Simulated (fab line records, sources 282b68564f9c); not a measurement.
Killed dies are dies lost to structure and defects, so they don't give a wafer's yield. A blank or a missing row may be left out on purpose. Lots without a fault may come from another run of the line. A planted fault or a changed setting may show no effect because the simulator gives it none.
fab line records | flow rit_cmos
record lots=5 wafers=15 last_day=6
route steps=202 shown NSD@139 PSD@142 M1@202
lots that met no fault: from a run of the same line without faults
start_h: hours from the record's first day to the start of the lot's first wafer shown | wait_h: hours since the lot's step before | " the same as in the row above | L1.1+2: a row that stands for several wafers | - no value, or no start given | * or withheld: withheld | < > ~ a bound
route shown NAME@n: a module of which the file shows steps, and the number in the route of the first | usual: mean/standard deviation of fault-free wafers | same: alike in all rows | chamber/n: place in a boat | sites: the reading at each site | _std_site: their standard deviation | _edge_site: outer sites' mean less inner sites' | radius_mm: how far each site lies from the wafer's centre | mask NAME#n: copy n | behind: the tool/chamber that last shaped the wafer | hold: why the lot was held/for how many hours/how that ended | device: the transistor (n, p or np) that didn't switch | end of line: the same wafers' tests at the end of the route | a step without rows: its recipe alone | killed: dies lost to structure and defects at the first sort, not the wafer's yield | map: a wafer's dies, x killed, . not, _ none there
set.NAME: the setting as run; set.NAME@STEP: as run at that earlier step | model.NAME: the simulator's own value behind a step, which no gauge read
lots at some steps of the route; a table a step, a row a wafer
services: from which hour (start_h, from the record's first day; less than 0 if before it) a tool's chamber was out of use, for how many hours, and why
## steps
# step RIT_NSD_IMPLANT_08
# recipe species=P energy_kev=25 dose_cm2=1e+15 tilt_deg=7
# step RIT_NSD_STRIP_09
# recipe chemistry=O2 time_s=180 resist=NOVOLAK platen_temp_c=withheld power_w=500 pressure_mtorr=4000 o2_flow_sccm=4000
# usual drypump_motor_current_A=5.9/0.41 run_length_s=208.0/0.49
# columns lot.wafer tool chamber start_h wait_h drypump_motor_current_A rf_hours_counter_h run_length_s
L262.2 plasma_asher-03 1 64.26 0.1 5.8 27 208.0
L262.4 " 0 " " 5.9 - 207.6
L262.5 " 1 " " 5.8 - 207.2
L273.2 plasma_asher-03 1 121.84 0.1 5.8 33 207.8
L273.4 " 1 " " 5.8 - 207.7
L273.5 " 1 " " 5.8 - 207.2
L274.1 plasma_asher-01 1 123.93 0.1 6.3 50 208.5
L274.5 " 1 " " 6.2 - 208.3
L274.6 " 0 " " 5.0 - 208.7
L275.1 plasma_asher-03 1 132.61 0.1 5.8 34 207.6
L275.2 " 0 " " 5.9 34 207.5
L275.4 " 0 " " 5.9 - 207.5
L276.2 plasma_asher-01 0 133.41 0.1 5.0 51 208.5
L276.4 " 1 " " 6.3 - 208.5
L276.5 " 1 " " 6.3 - 208.8
# step RIT_NSD_TW_MEAS_10
# usual NSD_TW=3134/21
# columns lot.wafer tool chamber start_h wait_h NSD_TW
L262.2 film_metro-01 - 64.44 0.1 3097
L262.4 " - " " 3095
L262.5 " - " " 3090
L273.2 film_metro-03 - 122.03 0.1 3150
L273.4 " - " " 3161
L273.5 " - " " 3147
L274.1 film_metro-03 - 124.11 0.1 3156
L274.5 " - " " 3148
L274.6 " - " " 3147
L275.1 film_metro-04 - 132.78 0.1 3144
L275.2 " - " " 3136
L275.4 " - " " 3144
L276.2 film_metro-03 - 133.59 0.1 3156
L276.4 " - " " 3151
L276.5 " - " " 3152
# step RIT_PSD_HMDS_00
# recipe prime_time_s=60 prime_temp_c=140
# step RIT_PSD_COAT_01
# recipe resist=NOVOLAK spin_rpm=3250 resist_thk_nm=1000
# step RIT_PSD_SOFTBAKE_02
# recipe resist=NOVOLAK temp_c=90 time_s=60
# step RIT_PSD_EXPOSE_03
# recipe mask_id=M10 na=0.57 target_cd_nm=40900 dose_mj=250
# step RIT_PSD_PEB_04
# recipe resist=NOVOLAK temp_c=withheld time_s=withheld
# step RIT_PSD_DEVELOP_05
# recipe resist=NOVOLAK develop_time_s=50 dev_temp_c=23
# step RIT_PSD_OVL_MEAS_06
# usual PSD_OVL=-0.5/1.4
# columns lot.wafer tool chamber start_h wait_h PSD_OVL[nm]
L262.2 overlay-01 - 65.52 - -1.2
L262.4 " - " " -0.9
L262.5 " - " " -0.8
L273.2 overlay-02 - 123.06 - -1.8
L273.4 " - " " -1.0
L273.5 " - " " -1.4
L274.1 overlay-02 - 125.14 - -0.2
L274.5 " - " " 2.2
L274.6 " - " " 0.6
L275.1 overlay-02 - 133.69 - 0.2
L275.2 " - " " 0.3
L275.4 " - " " -0.5
L276.2 overlay-01 - 134.62 - -1.3
L276.4 " - " " -0.6
L276.5 " - " " -1.6
# step RIT_PSD_HARDBAKE_07
# recipe resist=NOVOLAK temp_c=140 time_s=60
# step RIT_PSD_IMPLANT_08
# recipe species=BF2 energy_kev=27 dose_cm2=5e+15 tilt_deg=7
# step RIT_PSD_STRIP_09
# recipe chemistry=O2 time_s=180 resist=NOVOLAK platen_temp_c=withheld power_w=500 pressure_mtorr=4000 o2_flow_sccm=4000
# usual drypump_motor_current_A=5.8/0.33 run_length_s=207.8/0.49
# columns lot.wafer tool chamber start_h wait_h drypump_motor_current_A rf_hours_counter_h run_length_s model.NOVOLAK_of_PSD_COAT_01.thk_nm
L262.2 plasma_asher-03 1 65.93 0.1 5.8 27 207.3 0
L262.4 " 1 " " 5.8 - 207.4 0
L262.5 " 1 " " 5.8 - 207.2 0
L273.2 plasma_asher-04 0 123.39 0.1 6.2 1 207.4 0
L273.4 " 1 " " 5.5 - 208.5 0
L273.5 " 0 " " 6.2 - 207.2 0
L274.1 plasma_asher-04 0 125.48 0.1 6.2 1 117.1 187.3
L274.5 " 1 " " 5.5 - 117.4 182.9
L274.6 " 0 " " 6.2 - 117.4 186.5
L275.1 plasma_asher-03 1 134.03 0.1 5.8 34 207.5 0
L275.2 " 0 " " 6.0 34 207.4 0
L275.4 " 0 " " 5.9 - 207.8 0
L276.2 plasma_asher-03 1 134.95 0.1 5.8 34 207.3 0
L276.4 " 1 " " 5.8 - 207.2 0
L276.5 " 0 " " 5.9 - 207.4 0
# step RIT_PSD_TW_MEAS_10
# usual PSD_TW=3440/28
# columns lot.wafer tool chamber start_h wait_h PSD_TW
L262.2 film_metro-03 - 66.12 0.1 3445
L262.4 " - " " 3464
L262.5 " - " " 3461
L273.2 film_metro-03 - 123.58 0.1 3453
L273.4 " - " " 3474
L273.5 " - " " 3465
L274.1 film_metro-03 - 125.66 0.1 3477
L274.5 " - " " 3476
L274.6 " - " " 3467
L275.1 film_metro-03 - 134.20 0.1 3481
L275.2 " - " " 3464
L275.4 " - " " 3475
L276.2 film_metro-01 - 135.14 0.1 3382
L276.4 " - " " 3387
L276.5 " - " " 3397
# step RIT_M1_PROBE_99
# usual killed_at_contacts=0.1/0.24 killed_at_front_end=7/3.2 killed_dies=7/3.2 killed_on_rim=1.9/1.4 killed_open=3.6/2.1 killed_short=3.5/2
# same gross_dies=264 killed_at_M0_to_M3=0 killed_at_M4_up=0 killed_at_back_side=0 killed_at_other=0
# columns lot.wafer tool chamber start_h wait_h killed_at_contacts killed_at_front_end killed_dies killed_on_rim killed_open killed_short
L262.2 prober-01 - 74.21 0.1 0 12 12 3 6 6
L262.4 prober-01 - 74.31 0.2 0 4 4 2 4 0
L262.5 prober-01 - 74.36 0.2 0 6 6 3 3 3
L274.1 prober-01 - 133.79 0.1 0 264 264 70 1 3
L274.5 prober-01 - 133.99 0.2 0 264 264 70 8 3
L274.6 prober-01 - 134.04 0.2 0 264 264 70 4 8
L275.1 prober-02 - 142.41 0.1 0 4 4 0 1 3
L275.2 prober-02 - 142.46 0.1 0 5 5 2 4 1
L275.4 prober-02 - 142.56 0.2 1 9 10 2 6 4
L276.2 prober-01 - 143.96 0.1 0 7 7 4 2 5
L276.4 prober-01 - 144.06 0.2 0 8 8 3 6 2
L276.5 prober-01 - 144.11 0.2 0 7 7 0 2 5
# killed by level:class
L262.2 GATE:geometric_particle:open=3 GATE:geometric_particle:short=2 FOX1:geometric_particle:short=1 FOX2:geometric_particle:open=1 FOX2:geometric_particle:short=1 REOX:geometric_particle:open=1 SPACER:geometric_particle:short=1 SPACER:geometric_particle:open=1
L262.4 FOX1:geometric_particle:open=1 GATE:geometric_particle:open=1 REOX:geometric_particle:open=1 SILICIDE:geometric_particle:open=1
L262.5 GATE:geometric_particle:open=2 FOX2:geometric_particle:short=1 GATE:geometric_particle:short=1 REOX:geometric_particle:short=1 SPACER:geometric_particle:open=1
L274.1 SDANNEAL:area_rta=260 SPACER:geometric_particle:short=2 FOX2:geometric_particle:short=1 SPACER:geometric_particle:open=1
L274.5 SDANNEAL:area_rta=253 FOX2:geometric_particle:open=4 GATE:geometric_particle:open=3 FOX1:geometric_particle:short=1 FOX2:geometric_particle:short=1 GATE:geometric_particle:short=1 SILICIDE:geometric_particle:open=1
L274.6 SDANNEAL:area_rta=252 GATE:geometric_particle:open=4 SILICIDE:geometric_particle:short=3 FOX2:geometric_particle:short=2 FOX1:geometric_particle:short=1 GATE:geometric_particle:short=1 REOX:geometric_particle:short=1
L275.1 SPACER:geometric_particle:short=2 GATE:geometric_particle:short=1 GATE:geometric_particle:open=1
L275.2 GATE:geometric_particle:open=3 FOX2:geometric_particle:open=1 SILICIDE:geometric_particle:short=1
L275.4 GATE:geometric_particle:open=4 GATE:geometric_particle:short=1 REOX:geometric_particle:open=1 SPACER:geometric_particle:open=1 SPACER:geometric_particle:short=1 SILICIDE:geometric_particle:short=1 CONTACT:geometric_particle:short=1
L276.2 GATE:geometric_particle:short=3 FOX1:geometric_particle:open=1 FOX1:geometric_particle:short=1 FOX2:geometric_particle:short=1 GATE:geometric_particle:open=1
L276.4 REOX:geometric_particle:open=2 REOX:geometric_particle:short=2 FOX1:geometric_particle:open=1 FOX2:geometric_particle:open=1 GATE:geometric_particle:open=1 SPACER:geometric_particle:open=1
L276.5 GATE:geometric_particle:short=3 FOX1:geometric_particle:open=2 SPACER:geometric_particle:short=2
# map L274.1 (x killed, . not)
________xxxxxxx_______
_____xxxxxxxxxxxxx____
____xxxxxxxxxxxxxxx___
___xxxxxxxxxxxxxxxxx__
__xxxxxxxxxxxxxxxxxxx_
__xxxxxxxxxxxxxxxxxxx_
_xxxxxxxxxxxxxxxxxxxxx
_xxxxxxxxxxxxxxxxxxxxx
_xxxxxxxxxxxxxxxxxxxxx
_xxxxxxxxxxxxxxxxxxxxx
__xxxxxxxxxxxxxxxxxxx_
__xxxxxxxxxxxxxxxxxxx_
___xxxxxxxxxxxxxxxxx__
____xxxxxxxxxxxxxxx___
_____xxxxxxxxxxxxx____
________xxxxxxx_______
# map L273.2 (x killed, . not)
________......._______
_____.............____
____...........x..x___
___.................__
__..................._
__.x................._
_.......x.............
_..................x..
_.x...................
_.....................
__..............x...._
__.....x.x..........._
___...............x.__
____.............x.___
_____.............____
________......._______
## services
# columns tool chamber start_h hours kind
plasma_asher-04 - 108.75 9.0 pm
plasma_asher-04 0 108.75 9.0 vent_cycle
plasma_asher-04 1 108.75 9.0 vent_cycle
plasma_asher-03 - 109.64 4.5 repair
plasma_asher-04 0 117.75 - clean
plasma_asher-04 1 117.75 - clean
## key
first_sign step=RIT_PSD_STRIP_09 reading=run_length_s direction=down sigmas=99+ usual=* struck=*
effect step=RIT_M1_PROBE_99 reading=killed_at_front_end direction=up sigmas=80 usual=7 struck=264
model_effect step=RIT_PSD_STRIP_09 value=NOVOLAK_of_PSD_COAT_01.thk_nm without=0 struck=185.6
more_kills_born_at RIT_SDANNEAL_RTA_03@rtp_anneal-02=765
met_at RIT_PSD_STRIP_09
struck_wafers L274.1,L274.5,L274.6
later_rows_left_out L274.1,L274.5,L274.6
tester_left_out L274
onset_between 123.39 125.48
fault kind=strip_aborted tool=plasma_asher-04 chamber=- onset_h=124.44 steps=RIT_PSD_STRIP_09 offset=0.35 end_h=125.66
# tester_left_out: of these lots the tester's yield and bins aren't shown, on N5 and GAA mostly nor the transistor test; their killed dies are dies lost to structure and defects alone, not to doping, threshold or leakage, so they don't give the yield
# later_rows_left_out: the simulator's readings of these wafers behind a module that went badly wrong aren't trusted and aren't shown, but for the sort
